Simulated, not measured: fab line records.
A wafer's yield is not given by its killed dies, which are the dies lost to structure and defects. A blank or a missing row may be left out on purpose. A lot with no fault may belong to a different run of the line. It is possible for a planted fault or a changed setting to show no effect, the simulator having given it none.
The tool behind it: which one? + flow rit-cmos + 42 wafers from 14 lots sampled at 4 of the route's 202 steps

== WHAT THE GAUGES SHOWED, per wafer ==
RIT_NWELL_OVL_MEAS_06. Usual: for NWELL_OVL the level is -1.0 nm and the standard deviation is 1.2.
| lot  | measured    | on         | NWELL_OVL (nm) | flag |
|------|-------------|------------|----------------|------|
| L200 | day 1 21:04 | overlay-01 | 0.9 -0.4 -0.9  |      |
| L201 | day 2 01:28 | overlay-01 | -0.1 -1.2 0.9  |      |
| L202 | day 2 07:49 | overlay-01 | 1.4 0.5 -0.6   |      |
| L205 | day 2 21:31 | overlay-01 | -0.8 1.1 -1.2  |      |
| L208 | day 3 14:46 | overlay-02 | -0.9 1.2 -0.7  |      |
| L209 | day 3 19:36 | overlay-01 | -3.1 0.8 -1.0  |      |
| L210 | day 4 00:37 | overlay-02 | -1.6 -3.0 -2.3 |      |
| L214 | day 4 23:20 | overlay-02 | 0.9 -2.0 -1.9  |      |
| L217 | day 5 10:23 | overlay-02 | -3.2 -0.6 -2.1 |      |
| L218 | day 5 15:57 | overlay-01 | -0.5 -2.8 -0.5 |      |
| L219 | day 5 19:27 | overlay-02 | -1.5 2.0 -0.8  |      |
| L220 | day 6 00:49 | overlay-01 | 0.1 0.2 -0.6   |      |
| L221 | day 6 05:09 | overlay-01 | 0.0 -1.4 -0.3  |      |
| L222 | day 6 11:37 | overlay-01 | -1.7 -0.3 -1.8 |      |

RIT_NRETRO_OVL_MEAS_06. Usual: for NRETRO_OVL the level is -0.3 nm and the standard deviation is 1.4.
| lot  | measured    | on         | NRETRO_OVL (nm) | flag |
|------|-------------|------------|-----------------|------|
| L200 | day 2 05:31 | overlay-02 | 0.0 -0.2 0.4    |      |
| L201 | day 2 10:08 | overlay-02 | -1.7 -0.4 -1.0  |      |
| L202 | day 2 16:29 | overlay-02 | -3.1 -3.3 -0.6  |      |
| L205 | day 3 05:57 | overlay-01 | -0.1 0.6 -1.0   |      |
| L208 | day 3 23:26 | overlay-02 | -0.4 -1.9 -2.0  |      |
| L209 | day 4 04:31 | overlay-02 | -1.0 -0.9 -3.0  |      |
| L210 | day 4 10:41 | overlay-02 | 0.3 0.4 -1.0    |      |
| L214 | day 5 08:04 | overlay-01 | 0.3 0.9 1.7     |      |
| L217 | day 5 20:11 | overlay-01 | -1.2 0.1 -1.5   |      |
| L218 | day 6 01:09 | overlay-02 | -3.3 -0.4 -0.6  |      |
| L219 | day 6 04:08 | overlay-02 | -1.4 -1.6 -1.3  |      |
| L220 | day 6 09:16 | overlay-01 | -1.5 -0.4 -0.3  |      |
| L221 | day 6 13:42 | overlay-01 | 0.0 0.0 0.2     |      |
| L222 | day 6 20:17 | overlay-02 | -1.0 -1.2 0.0   |      |

RIT_CONTACT_OVL_MEAS_09. Usual: for CONTACT_OVL the level is 0.2 nm and the standard deviation is 1.4.
| lot  | measured    | on         | CONTACT_OVL (nm) | flag |
|------|-------------|------------|------------------|------|
| L200 | day 3 03:35 | overlay-01 | 1.5 0.6 0.1      |      |
| L201 | day 3 08:04 | overlay-01 | -0.5 -0.8 -0.7   |      |
| L202 | day 3 14:51 | overlay-01 | 0.3 -1.2 0.7     |      |
| L205 | day 4 06:57 | overlay-01 | 0.5 0.3 -0.1     |      |
| L208 | day 5 05:40 | overlay-01 | 1.6 1.7 1.2      |      |
| L209 | day 5 08:06 | overlay-02 | -0.4 1.6 -0.3    |      |
| L210 | day 5 11:55 | overlay-01 | -0.1 1.4 0.5     |      |
| L214 | day 6 07:53 | overlay-02 | -0.9 -1.6 -1.1   |      |
| L217 | day 6 18:16 | overlay-01 | -0.2 -2.5 0.5    |      |
| L218 | day 6 22:54 | overlay-02 | -0.9 -2.9 -0.8   |      |
| L219 | day 7 02:54 | overlay-01 | 1.3 2.5 0.4      |      |
| L220 | day 7 07:49 | overlay-02 | 2.9 0.6 0.0      |      |
| L221 | day 7 12:11 | overlay-01 | 0.7 2.2 2.8      |      |
| L222 | day 7 19:37 | overlay-01 | 0.8 0.7 1.7      |      |

== TOOL THAT RAN EACH LOT (tool first, then ch and the chambers of the sampled wafers, then the start) ==
| lot  | RIT_ACTIVE_ETCH_13                |
|------|-----------------------------------|
| L200 | rie-diel-04 ch 1,2, day 1 14:43   |
| L201 | rie-diel-04 ch 1,2,3, day 1 19:43 |
| L202 | rie-diel-03 ch 0,1, day 2 01:25   |
| L205 | rie-diel-04 ch 1,2, day 2 15:50   |
| L208 | rie-diel-04 ch 1,3, day 3 06:43   |
| L209 | rie-diel-03 ch 0,3, day 3 11:43   |
| L210 | rie-diel-02 ch 1,2, day 3 18:03   |
| L214 | rie-diel-02 ch 0,1,3, day 4 15:35 |
| L217 | rie-diel-04 ch 1,2,3, day 5 04:49 |
| L218 | rie-diel-02 ch 0,2, day 5 09:12   |
| L219 | rie-diel-04 ch 1,3, day 5 13:50   |
| L220 | rie-diel-04 ch 0,3, day 5 18:50   |
| L221 | rie-diel-03 ch 1,3, day 5 23:43   |
| L222 | rie-diel-03 ch 1,2,3, day 6 04:50 |
- RIT_ACTIVE_ETCH_13: etches Si3N4 in SF6, stops on SiO2, time 210 s, target depth 210 nm.

== AS READ BY THE TOOLS THEMSELVES (means over the sampled wafers that have a number; for cases with no such wafer, the mark the record gives instead) ==
RIT_ACTIVE_ETCH_13. Usual: drypump-motor-current-A 5.8 A, standard deviation 0.43; oes-product-au 0.823 a.u., standard deviation 0.015; run-length-s 238.4 s, standard deviation 0.43; throttle-valve-pct 7.53 %, standard deviation 0.082.
| lot  | tool        | drypump-motor-current-A (A) | oes-product-au (a.u.) | run-length-s (s) | throttle-valve-pct (%) | flag |
|------|-------------|-----------------------------|-----------------------|------------------|------------------------|------|
| L200 | rie-diel-04 | 6.2                         | 0.840                 | 238.8            | 7.51                   |      |
| L201 | rie-diel-04 | 5.9                         | 0.836                 | 238.5            | 7.54                   |      |
| L202 | rie-diel-03 | 5.6                         | 0.803                 | 238.0            | 7.56                   |      |
| L205 | rie-diel-04 | 6.2                         | 0.830                 | 238.9            | 7.51                   |      |
| L208 | rie-diel-04 | 5.6                         | 0.822                 | 238.6            | 7.58                   |      |
| L209 | rie-diel-03 | 6.2                         | 0.805                 | 238.9            | 7.54                   |      |
| L210 | rie-diel-02 | 5.9                         | 0.907                 | 221.2            | 7.38                   | OFF  |
| L214 | rie-diel-02 | 5.4                         | 0.877                 | 229.7            | 7.48                   | OFF  |
| L217 | rie-diel-04 | 5.9                         | 0.817                 | 238.7            | 7.54                   |      |
| L218 | rie-diel-02 | 5.2                         | 0.825                 | 237.8            | 7.54                   |      |
| L219 | rie-diel-04 | 5.6                         | 0.816                 | 238.6            | 7.58                   |      |
| L220 | rie-diel-04 | 5.8                         | 0.835                 | 238.5            | 7.57                   |      |
| L221 | rie-diel-03 | 5.8                         | 0.802                 | 238.1            | 7.44                   |      |
| L222 | rie-diel-03 | 5.6                         | 0.809                 | 237.9            | 7.49                   |      |

== THE ANSWER, worked out from the rows above alone ==
Rule: a lot is off if the mean of its wafers that have a number lies more than 3 standard deviations from the usual mean. A lot without any number at a reading at which 4 lots or more have one is off too. The other lots that the step has rows for count as sound. Order of review: gauges by route order, followed by the tools' own readings, for which a lot's mean as printed above is used. At the first step where some lot is off, the reading lying furthest off is the one used; lots without a number count as furthest.
Off: L210, L214, at RIT_ACTIVE_ETCH_13 (run-length-s).
A tool fits if, at that step or a process step before it, it ran every lot that is off, and no sound lot after the first of them. None of those tried fits.

== WHAT HAD BEEN PUT IN BY THE SIMULATOR ==
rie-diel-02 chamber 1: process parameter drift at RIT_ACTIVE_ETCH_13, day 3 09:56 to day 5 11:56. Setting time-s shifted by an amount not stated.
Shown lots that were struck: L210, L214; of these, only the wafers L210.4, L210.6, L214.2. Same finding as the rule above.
